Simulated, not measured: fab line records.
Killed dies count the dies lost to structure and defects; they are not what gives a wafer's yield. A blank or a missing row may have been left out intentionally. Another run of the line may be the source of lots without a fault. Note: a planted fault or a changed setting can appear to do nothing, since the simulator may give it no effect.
A struck lot beside a sound one / flow rit cmos / 15 steps out of a route of 202
Sound: these wafers, L268.2, L268.3, L268.5. Wafers struck: L282.1, L282.2, L282.6. The cause is given at the end.
Per side, at each step with rows, come the tool, then ch with its chambers, and then its first start. Under that, the readings that differ: sound wafers / struck wafers / difference of the means / sigmas: that difference in standard deviations of wafers without a fault.
alike: readings whose means differ by less than 2 such deviations, and words and numbers that are the same on both sides. not compared: withheld readings, readings that some wafer has no value for, bounds like >300 that may hide the same value, and numbers for which the record gives no deviation and whose values overlap.
Wherever a step has rows on one side only, a row that says differs or no value, or a row with sigmas, the two part there. When numbers do not overlap yet have no deviation, they are printed without sigmas and do not part them. A reading that every wafer of one side lacks parts them only if that side has two wafers or more.

first, 6 steps without rows for these wafers: RIT_CONTACT_HMDS_02 (prime time 60 s); RIT_CONTACT_COAT_03 (resist thk 1000 nm); RIT_CONTACT_SOFTBAKE_04 (time 60 s); RIT_CONTACT_EXPOSE_05 (exposes mask M11, target cd 1000 nm); RIT_CONTACT_PEB_06; RIT_CONTACT_DEVELOP_07 (develop time 120 s).
RIT_CONTACT_CD_MEAS_08: the cd target is 1000 nm.
  sound: cd sem-02 at day 3 23:56; struck: cd sem-02 at day 7 01:47
  alike: cd nm
RIT_CONTACT_OVL_MEAS_09:
  sound: overlay-01 at day 4 00:03; struck: overlay-02 at day 7 01:55
  alike: CONTACT_OVL
then, 1 step without rows for these wafers: RIT_CONTACT_HARDBAKE_10 (time 60 s).
RIT_CONTACT_ETCH_11: etches SiO2 in CHF3/CF4/Ar, stops on TiSi2, target depth 480 nm, time 320 s.
  sound on rie diel-02 ch 0,3, day 4 00:16; struck on rie diel-04 ch 0,3, day 7 02:05
  alike: drypump motor current A, oes product au, rf fwd power W, throttle valve pct
  not compared: rf hours counter h
RIT_CONTACT_STRIP_12: strips in O2, time 180 s.
  sound on plasma asher-02 ch 0,1, day 4 00:28; struck on plasma asher-03 ch 0,1, day 7 02:17
  alike: drypump motor current A
  not compared: rf hours counter h
RIT_CONTACT_CD_MEAS_90: the cd target is 1000 nm.
  sound: cd sem-01 at day 4 00:40; struck: cd sem-02 at day 7 02:28
  alike: cd nm
RIT_CONTACT_CLEAN_13: cleans in SC1, time 571.1 s.
  sound on wet bench-03 ch 2, day 4 00:46; struck on wet bench-03 ch 2, day 7 02:35
reading=bath guard temp C (C); sound=74.2 74.5 74.3; struck=68.9 68.7 68.9; difference=-5.5; sigmas=-8
reading=temp c (C); sound=75.25 75.07 75.12; struck=69.72 69.68 69.61; difference=-5.48; sigmas=-50
then, 1 step without rows for these wafers: RIT_CONTACT_CLEAN_14 (cleans in SC2, time 600 s).
RIT_M1_PROBE_99:
  sound: prober-01 at day 4 05:31; struck: prober-02 at day 7 07:14
  alike: killed at front end, killed dies, killed open, killed short

== WHERE THEY PART ==
At RIT_CONTACT_CLEAN_13 and nowhere else, as far as this record goes. Later steps at which nothing parts them and some readings are alike: RIT_M1_PROBE_99.

WHY: the cause the simulator had injected
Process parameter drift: wet bench-03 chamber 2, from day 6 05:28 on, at RIT_CONTACT_CLEAN_13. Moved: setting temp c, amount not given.
